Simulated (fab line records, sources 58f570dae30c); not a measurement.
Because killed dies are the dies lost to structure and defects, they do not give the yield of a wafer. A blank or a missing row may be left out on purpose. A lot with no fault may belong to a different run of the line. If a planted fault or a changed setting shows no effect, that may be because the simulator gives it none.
Which tool was responsible? || flow berkeleyCmos170 || 14 lots with 42 wafers sampled at 3 steps, on a route of 331 steps

## WHAT EACH GAUGE READ, for each wafer
UCB170_ACTIVE_THK_MEAS_06. Usual: for ACTIVE_NITRIDE_THK the level is 220.0 nm and the standard deviation is 1.8.
{"lot": "L597", "measured": "day 4 15:29", "on": "filmMetro-03", "ACTIVE_NITRIDE_THK (nm)": "220.8 218.5 218.9", "flag": ""}
{"lot": "L599", "measured": "day 5 02:40", "on": "filmMetro-04", "ACTIVE_NITRIDE_THK (nm)": "219.6 218.8 219.2", "flag": ""}
{"lot": "L598", "measured": "day 5 02:41", "on": "filmMetro-03", "ACTIVE_NITRIDE_THK (nm)": "221.4 220.6 220.7", "flag": ""}
{"lot": "L600", "measured": "day 5 02:43", "on": "filmMetro-01", "ACTIVE_NITRIDE_THK (nm)": "221.3 221.5 221.5", "flag": ""}
{"lot": "L601", "measured": "day 5 11:11", "on": "filmMetro-04", "ACTIVE_NITRIDE_THK (nm)": "220.7 219.5 219.4", "flag": ""}
{"lot": "L602", "measured": "day 5 11:11", "on": "filmMetro-03", "ACTIVE_NITRIDE_THK (nm)": "220.4 220.2 219.8", "flag": ""}
{"lot": "L603", "measured": "day 6 08:52", "on": "filmMetro-04", "ACTIVE_NITRIDE_THK (nm)": "219.4 219.2 219.7", "flag": ""}
{"lot": "L606", "measured": "day 6 08:52", "on": "filmMetro-03", "ACTIVE_NITRIDE_THK (nm)": "220.1 219.2 221.3", "flag": ""}
{"lot": "L607", "measured": "day 6 16:03", "on": "filmMetro-01", "ACTIVE_NITRIDE_THK (nm)": "218.0 218.2 217.5", "flag": ""}
{"lot": "L609", "measured": "day 6 16:03", "on": "filmMetro-03", "ACTIVE_NITRIDE_THK (nm)": "221.8 220.9 222.2", "flag": ""}
{"lot": "L608", "measured": "day 6 16:07", "on": "filmMetro-03", "ACTIVE_NITRIDE_THK (nm)": "220.1 220.8 221.8", "flag": ""}
{"lot": "L610", "measured": "day 6 23:12", "on": "filmMetro-04", "ACTIVE_NITRIDE_THK (nm)": "221.9 221.6 221.8", "flag": ""}
{"lot": "L616", "measured": "day 8 16:09", "on": "filmMetro-03", "ACTIVE_NITRIDE_THK (nm)": "218.2 221.7 219.5", "flag": ""}
{"lot": "L618", "measured": "day 9 02:29", "on": "filmMetro-04", "ACTIVE_NITRIDE_THK (nm)": "223.6 222.1 222.9", "flag": ""}

UCB170_M2_CD_MEAS_15: target cd 700 nm. Usual: cdNm reads 699.9 nm (standard deviation 1.5).
{"lot": "L597", "measured": "day 8 07:37", "on": "cdSem-01", "cdNm (nm)": "701.2 702.7 699.8", "flag": ""}
{"lot": "L599", "measured": "day 9 04:35", "on": "cdSem-01", "cdNm (nm)": "697.3 697.1 698.0", "flag": ""}
{"lot": "L598", "measured": "day 9 04:44", "on": "cdSem-02", "cdNm (nm)": "699.8 700.9 700.8", "flag": ""}
{"lot": "L600", "measured": "day 9 04:23", "on": "cdSem-02", "cdNm (nm)": "697.9 696.5 697.9", "flag": ""}
{"lot": "L601", "measured": "day 9 03:23", "on": "cdSem-02", "cdNm (nm)": "699.5 701.3 700.4", "flag": ""}
{"lot": "L602", "measured": "day 9 04:34", "on": "cdSem-02", "cdNm (nm)": "700.1 698.5 699.8", "flag": ""}
{"lot": "L603", "measured": "day 10 02:01", "on": "cdSem-02", "cdNm (nm)": "700.9 700.3 700.0", "flag": ""}
{"lot": "L606", "measured": "day 10 01:18", "on": "cdSem-01", "cdNm (nm)": "700.9 698.4 699.4", "flag": ""}
{"lot": "L607", "measured": "day 10 09:39", "on": "cdSem-02", "cdNm (nm)": "699.9 698.6 700.4", "flag": ""}
{"lot": "L609", "measured": "day 10 09:25", "on": "cdSem-02", "cdNm (nm)": "698.8 701.3 700.6", "flag": ""}
{"lot": "L608", "measured": "day 10 09:26", "on": "cdSem-01", "cdNm (nm)": "698.2 699.6 700.9", "flag": ""}
{"lot": "L610", "measured": "day 10 09:53", "on": "cdSem-01", "cdNm (nm)": "700.4 700.1 700.6", "flag": ""}
{"lot": "L616", "measured": "day 12 13:08", "on": "cdSem-01", "cdNm (nm)": "699.3 700.2 699.4", "flag": ""}
{"lot": "L618", "measured": "day 13 01:21", "on": "cdSem-01", "cdNm (nm)": "699.4 701.8 699.9", "flag": ""}

## TOOL THAT RAN EACH LOT (tool first, then ch and the chambers of the sampled wafers, then the start)
{"lot": "L597", "UCB170_M1_STRIP_13": "plasmaAsher-02 ch 0,1, day 7 19:19"}
{"lot": "L599", "UCB170_M1_STRIP_13": "plasmaAsher-02 ch 0,1, day 8 17:41"}
{"lot": "L598", "UCB170_M1_STRIP_13": "plasmaAsher-01 ch 0,1, day 8 18:33"}
{"lot": "L600", "UCB170_M1_STRIP_13": "plasmaAsher-04 ch 0,1, day 8 16:33"}
{"lot": "L601", "UCB170_M1_STRIP_13": "plasmaAsher-04 ch 0,1, day 8 17:49"}
{"lot": "L602", "UCB170_M1_STRIP_13": "plasmaAsher-01 ch 0,1, day 8 17:37"}
{"lot": "L603", "UCB170_M1_STRIP_13": "plasmaAsher-04 ch 0,1, day 9 17:48"}
{"lot": "L606", "UCB170_M1_STRIP_13": "plasmaAsher-01 ch 0,1, day 9 17:10"}
{"lot": "L607", "UCB170_M1_STRIP_13": "plasmaAsher-04 ch 1, day 10 02:06"}
{"lot": "L609", "UCB170_M1_STRIP_13": "plasmaAsher-04 ch 0,1, day 10 01:08"}
{"lot": "L608", "UCB170_M1_STRIP_13": "plasmaAsher-02 ch 0,1, day 10 01:52"}
{"lot": "L610", "UCB170_M1_STRIP_13": "plasmaAsher-02 ch 0,1, day 10 02:25"}
{"lot": "L616", "UCB170_M1_STRIP_13": "plasmaAsher-04 ch 0,1, day 12 05:36"}
{"lot": "L618", "UCB170_M1_STRIP_13": "plasmaAsher-01 ch 0,1, day 12 16:41"}
- UCB170_M1_STRIP_13: strips in O2.

## AS READ BY THE TOOLS THEMSELVES (means over the sampled wafers that have a number; for cases with no such wafer, the mark the record gives instead)
UCB170_M1_STRIP_13. Usual: drypumpMotorCurrentA 5.7 A, standard deviation 0.45; oesProductAu 0.720 a.u., standard deviation 0.0048.
{"lot": "L597", "tool": "plasmaAsher-02", "drypumpMotorCurrentA (A)": 6.0, "oesProductAu (a.u.)": 0.716, "flag": ""}
{"lot": "L599", "tool": "plasmaAsher-02", "drypumpMotorCurrentA (A)": 5.4, "oesProductAu (a.u.)": 0.720, "flag": ""}
{"lot": "L598", "tool": "plasmaAsher-01", "drypumpMotorCurrentA (A)": 5.8, "oesProductAu (a.u.)": 0.719, "flag": ""}
{"lot": "L600", "tool": "plasmaAsher-04", "drypumpMotorCurrentA (A)": 5.6, "oesProductAu (a.u.)": 0.725, "flag": ""}
{"lot": "L601", "tool": "plasmaAsher-04", "drypumpMotorCurrentA (A)": 5.6, "oesProductAu (a.u.)": 0.719, "flag": ""}
{"lot": "L602", "tool": "plasmaAsher-01", "drypumpMotorCurrentA (A)": 5.8, "oesProductAu (a.u.)": 0.717, "flag": ""}
{"lot": "L603", "tool": "plasmaAsher-04", "drypumpMotorCurrentA (A)": 5.6, "oesProductAu (a.u.)": 0.719, "flag": ""}
{"lot": "L606", "tool": "plasmaAsher-01", "drypumpMotorCurrentA (A)": 5.8, "oesProductAu (a.u.)": 0.724, "flag": ""}
{"lot": "L607", "tool": "plasmaAsher-04", "drypumpMotorCurrentA (A)": 5.5, "oesProductAu (a.u.)": 0.721, "flag": ""}
{"lot": "L609", "tool": "plasmaAsher-04", "drypumpMotorCurrentA (A)": 5.6, "oesProductAu (a.u.)": 0.723, "flag": ""}
{"lot": "L608", "tool": "plasmaAsher-02", "drypumpMotorCurrentA (A)": 5.4, "oesProductAu (a.u.)": 0.717, "flag": ""}
{"lot": "L610", "tool": "plasmaAsher-02", "drypumpMotorCurrentA (A)": 6.0, "oesProductAu (a.u.)": 0.713, "flag": ""}
{"lot": "L616", "tool": "plasmaAsher-04", "drypumpMotorCurrentA (A)": 5.6, "oesProductAu (a.u.)": 0.720, "flag": ""}
{"lot": "L618", "tool": "plasmaAsher-01", "drypumpMotorCurrentA (A)": 5.8, "oesProductAu (a.u.)": 0.719, "flag": ""}

## THE ANSWER, worked out from the rows above alone
Rule: take the mean of a lot's wafers that have a number; if it is more than 3 standard deviations from the usual mean, the lot is off. Also off: a lot with no number at a reading for which 4 or more lots have one. Any other lot the step has rows for is counted as sound. The gauges are gone through in route order, then the tools' own readings, and for those a lot's mean is taken as printed above. At the first step where some lot is off, the reading lying furthest off is the one used; lots without a number count as furthest.
No lot is off at any reading shown: from this, nothing can be told.

## WHAT WAS PUT IN BY THE SIMULATOR
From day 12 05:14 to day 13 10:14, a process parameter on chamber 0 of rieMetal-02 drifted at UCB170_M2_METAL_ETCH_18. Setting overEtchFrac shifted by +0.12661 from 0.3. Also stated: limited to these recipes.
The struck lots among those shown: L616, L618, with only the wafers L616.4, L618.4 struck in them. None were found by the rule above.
